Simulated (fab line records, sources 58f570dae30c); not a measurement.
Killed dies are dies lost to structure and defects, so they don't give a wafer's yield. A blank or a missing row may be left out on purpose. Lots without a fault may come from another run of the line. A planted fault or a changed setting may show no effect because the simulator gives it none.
Which tool did it? | flow berkeley_cmos170 | 14 lots, 41 wafers sampled, at 6 steps of a route of 331

WHAT THE GAUGES READ, wafer by wafer
UCB170_V2_CD_MEAS_12: target cd 700 nm. Usual: cd_nm 700.1 nm, standard deviation 1.4.
lot  | measured     | on        | cd_nm (nm)        | flag
L478 | day 9 02:49  | cd_sem-02 | 700.4 699.4 698.8 |
L480 | day 9 04:49  | cd_sem-01 | 701.4 701.2 702.2 |
L482 | day 9 11:08  | cd_sem-02 | 701.2 701.5       |
L485 | day 9 23:44  | cd_sem-02 | 701.4 703.0 701.8 |
L486 | day 10 07:38 | cd_sem-02 | 699.8 702.0 699.7 |
L489 | day 11 00:40 | cd_sem-01 | 698.5 700.7 700.6 |
L491 | day 11 03:43 | cd_sem-01 | 701.0 700.2 700.3 |
L492 | day 11 05:32 | cd_sem-01 | 698.6 699.9 700.8 |
L494 | day 11 23:42 | cd_sem-01 | 701.6 701.3 700.8 |
L495 | day 11 23:56 | cd_sem-01 | 699.9 700.6 700.0 |
L497 | day 12 17:47 | cd_sem-01 | 699.2 697.6 697.9 |
L496 | day 12 23:49 | cd_sem-01 | 698.5 698.3 699.2 |
L500 | day 13 00:25 | cd_sem-01 | 701.2 700.3 701.7 |
L498 | day 13 02:08 | cd_sem-01 | 701.7 701.3 701.8 |

UCB170_V2_CD_MEAS_90: target cd 700 nm. Usual: cd_nm 699.9 nm, standard deviation 1.6.
lot  | measured     | on        | cd_nm (nm)        | flag
L478 | day 9 03:16  | cd_sem-02 | 699.6 696.0 698.2 |
L480 | day 9 05:15  | cd_sem-02 | 700.8 701.1 701.6 |
L482 | day 9 11:35  | cd_sem-02 | - -               | OFF
L485 | day 10 00:10 | cd_sem-02 | - - -             | OFF
L486 | day 10 08:04 | cd_sem-01 | 699.8 700.7 700.9 |
L489 | day 11 01:13 | cd_sem-01 | 697.3 701.4 701.4 |
L491 | day 11 04:09 | cd_sem-01 | 700.2 699.1 699.6 |
L492 | day 11 05:58 | cd_sem-01 | 699.2 699.3 701.7 |
L494 | day 12 00:14 | cd_sem-01 | 701.9 701.7 702.0 |
L495 | day 12 00:28 | cd_sem-01 | 699.0 700.3 700.9 |
L497 | day 12 18:13 | cd_sem-01 | 698.0 697.8 697.3 |
L496 | day 13 00:17 | cd_sem-01 | 699.5 699.3 698.2 |
L500 | day 13 00:51 | cd_sem-01 | 700.6 700.6 701.1 |
L498 | day 13 02:35 | cd_sem-01 | 700.1 701.8 701.5 |

UCB170_M3_OVL_MEAS_16. Usual: M3_OVL 2 nm, standard deviation 6.5.
lot  | measured     | on         | M3_OVL (nm) | flag
L478 | day 9 06:56  | overlay-01 | 9 10 16     |
L480 | day 9 08:50  | overlay-01 | 1 11 16     |
L486 | day 10 10:44 | overlay-02 | 0 -2 5      |
L489 | day 11 03:28 | overlay-02 | -4 -6 -4    |
L491 | day 11 06:23 | overlay-01 | 3 10 8      |
L492 | day 11 08:59 | overlay-01 | 14 7 15     |
L494 | day 12 03:11 | overlay-02 | 3 5 11      |
L495 | day 12 03:28 | overlay-01 | -7 6 -4     |
L497 | day 12 20:37 | overlay-02 | -10 -5 -3   |
L496 | day 13 02:31 | overlay-02 | -2 0 1      |
L500 | day 13 03:41 | overlay-02 | 8 5 9       |
L498 | day 13 05:52 | overlay-02 | -2 -1 7     |

WHICH TOOL RAN EACH LOT (tool, then ch and the chambers of the sampled wafers, then the start)
lot  | UCB170_V2_CVD_00                | UCB170_V2_ETCH_14                  | UCB170_V2_STRIP_15
L478 | pecvd-03 ch 1,2, day 8 23:47    | rie_diel-02 ch 1,2,3, day 9 02:59  | plasma_asher-02 ch 0,1, day 9 03:10
L480 | pecvd-03 ch 0,1,2, day 9 01:59  | rie_diel-01 ch 0,1,3, day 9 04:56  | plasma_asher-01 ch 0,1, day 9 05:08
L482 | pecvd-01 ch 1,2, day 9 09:10    | rie_diel-02 ch 0,1, day 9 11:18    | plasma_asher-02 ch 0,1, day 9 11:29
L485 | pecvd-03 ch 0,1,2, day 9 21:52  | rie_diel-02 ch 0,3, day 9 23:52    | plasma_asher-04 ch 0,1, day 10 00:03
L486 | pecvd-03 ch 0,1,2, day 10 05:55 | rie_diel-04 ch 0,2,3, day 10 07:47 | plasma_asher-04 ch 0,1, day 10 07:58
L489 | pecvd-03 ch 0,1, day 10 22:46   | rie_diel-04 ch 0,3, day 11 00:46   | plasma_asher-04 ch 0,1, day 11 00:59
L491 | pecvd-04 ch 0,1, day 11 01:44   | rie_diel-02 ch 0,1, day 11 03:50   | plasma_asher-01 ch 0,1, day 11 04:02
L492 | pecvd-01 ch 0,1, day 11 03:40   | rie_diel-01 ch 0,2,3, day 11 05:41 | plasma_asher-04 ch 0,1, day 11 05:52
L494 | pecvd-01 ch 0,1,2, day 11 21:30 | rie_diel-01 ch 0,2, day 11 23:55   | plasma_asher-04 ch 0,1, day 12 00:07
L495 | pecvd-03 ch 0,1,2, day 11 21:44 | rie_diel-02 ch 0,2, day 12 00:04   | plasma_asher-02 ch 0,1, day 12 00:16
L497 | pecvd-01 ch 0,1,2, day 12 15:56 | rie_diel-01 ch 1,2,3, day 12 17:56 | plasma_asher-01 ch 0, day 12 18:07
L496 | pecvd-03 ch 0,1,2, day 12 22:01 | rie_diel-04 ch 0,1,3, day 12 23:55 | plasma_asher-02 ch 0,1, day 13 00:07
L500 | pecvd-04 ch 0,2, day 12 22:32   | rie_diel-01 ch 0,2,3, day 13 00:33 | plasma_asher-01 ch 0,1, day 13 00:44
L498 | pecvd-04 ch 0,1,2, day 13 00:14 | rie_diel-02 ch 1,2,3, day 13 02:16 | plasma_asher-02 ch 0,1, day 13 02:28
- UCB170_V2_CVD_00: deposits SiO2 from TEOS/O2, target thk 2000 nm, time 250 s.
- UCB170_V2_ETCH_14: etches SiO2 in CHF3/CF4/Ar, stops on Al, target depth 1250 nm, time 291 s.
- UCB170_V2_STRIP_15: strips in O2.

WHAT THE TOOLS THEMSELVES READ (means of the sampled wafers that have a number; where no wafer has one, the mark that the record gives instead)
UCB170_V2_CVD_00. Usual: heater_power_w 261 W, standard deviation 56.
lot  | tool     | heater_power_w (W) | flag
L478 | pecvd-03 | 227                |
L480 | pecvd-03 | 280                |
L482 | pecvd-01 | 296                |
L485 | pecvd-03 | 250                |
L486 | pecvd-03 | 254                |
L489 | pecvd-03 | 266                |
L491 | pecvd-04 | 227                |
L492 | pecvd-01 | 320                |
L494 | pecvd-01 | 287                |
L495 | pecvd-03 | 256                |
L497 | pecvd-01 | 276                |
L496 | pecvd-03 | 262                |
L500 | pecvd-04 | 279                |
L498 | pecvd-04 | 265                |

UCB170_V2_ETCH_14. Usual: CHF3_flow_sccm 45.00 sccm, standard deviation 0.13; cf4_flow_sccm 15.00 sccm, standard deviation 0.046; drypump_motor_current_A 5.7 A, standard deviation 0.47; oes_product_au 0.867 a.u., standard deviation 0.0099; throttle_valve_pct 6.92 %, standard deviation 0.066.
lot  | tool        | CHF3_flow_sccm (sccm) | cf4_flow_sccm (sccm) | drypump_motor_current_A (A) | oes_product_au (a.u.) | throttle_valve_pct (%) | flag
L478 | rie_diel-02 | 45.00                 | 15.03                | 5.5                         | 0.866                 | 6.94                   |
L480 | rie_diel-01 | 45.00                 | 15.03                | 6.1                         | 0.861                 | 6.97                   |
L482 | rie_diel-02 | -                     | -                    | -                           | -                     | -                      | OFF
L485 | rie_diel-02 | -                     | -                    | -                           | -                     | -                      | OFF
L486 | rie_diel-04 | 44.86                 | 15.04                | 5.9                         | 0.868                 | 6.86                   |
L489 | rie_diel-04 | 45.02                 | 14.98                | 5.9                         | 0.859                 | 6.90                   |
L491 | rie_diel-02 | 45.14                 | 15.00                | 5.7                         | 0.870                 | 6.82                   |
L492 | rie_diel-01 | 45.06                 | 15.02                | 5.5                         | 0.864                 | 6.96                   |
L494 | rie_diel-01 | 45.03                 | 15.02                | 5.3                         | 0.869                 | 6.96                   |
L495 | rie_diel-02 | 44.84                 | 15.03                | 5.7                         | 0.877                 | 6.90                   |
L497 | rie_diel-01 | 45.00                 | 15.06                | 5.8                         | 0.869                 | 6.96                   |
L496 | rie_diel-04 | 44.99                 | 15.02                | 6.0                         | 0.869                 | 6.91                   |
L500 | rie_diel-01 | 44.97                 | 15.00                | 5.5                         | 0.877                 | 6.97                   |
L498 | rie_diel-02 | 45.03                 | 14.96                | 5.5                         | 0.867                 | 6.95                   |

UCB170_V2_STRIP_15. Usual: drypump_motor_current_A 6.0 A, standard deviation 0.47; oes_product_au 0.722 a.u., standard deviation 0.0044; strip_time_to_endpoint_s 15.41 s, standard deviation 0.15.
lot  | tool            | drypump_motor_current_A (A) | oes_product_au (a.u.) | strip_time_to_endpoint_s (s) | flag
L478 | plasma_asher-02 | 6.4                         | 0.721                 | 15.34                        |
L480 | plasma_asher-01 | 5.2                         | 0.724                 | 15.46                        |
L482 | plasma_asher-02 | 6.3                         | 0.730                 | 21.64                        | OFF
L485 | plasma_asher-04 | 6.0                         | 0.733                 | 21.60                        | OFF
L486 | plasma_asher-04 | 6.0                         | 0.724                 | 15.37                        |
L489 | plasma_asher-04 | 6.0                         | 0.723                 | 15.41                        |
L491 | plasma_asher-01 | 5.2                         | 0.725                 | 15.52                        |
L492 | plasma_asher-04 | 6.0                         | 0.724                 | 15.52                        |
L494 | plasma_asher-04 | 6.0                         | 0.722                 | 15.39                        |
L495 | plasma_asher-02 | 6.4                         | 0.723                 | 15.34                        |
L497 | plasma_asher-01 | 5.2                         | 0.725                 | 15.56                        |
L496 | plasma_asher-02 | 6.3                         | 0.721                 | 15.35                        |
L500 | plasma_asher-01 | 5.2                         | 0.726                 | 15.54                        |
L498 | plasma_asher-02 | 6.4                         | 0.723                 | 15.36                        |

THE ANSWER, worked out from the rows above alone
Rule: a lot is off if the mean of its wafers that have a number lies more than 3 standard deviations from the usual mean. A lot without any number at a reading at which 4 lots or more have one is off too. The other lots that the step has rows for count as sound. The gauges are gone through in route order, then the tools' own readings, and for those a lot's mean is taken as printed above. The first step at which some lot is off is used, and at that step the reading that is off furthest; a lot without a number counts as furthest.
Off: L482, L485, at UCB170_V2_CD_MEAS_90 (cd_nm). Without a number there: L482, L485.
A tool fits if, at a process step before that reading, it ran every lot that is off, and no sound lot after the first of them. The gauges at UCB170_V2_CD_MEAS_90 aren't tried: what is off there is off at UCB170_V2_ETCH_14 too, on other tools, and a gauge's error can't cause that. None of those tried fits.

WHAT THE SIMULATOR HAD PUT IN
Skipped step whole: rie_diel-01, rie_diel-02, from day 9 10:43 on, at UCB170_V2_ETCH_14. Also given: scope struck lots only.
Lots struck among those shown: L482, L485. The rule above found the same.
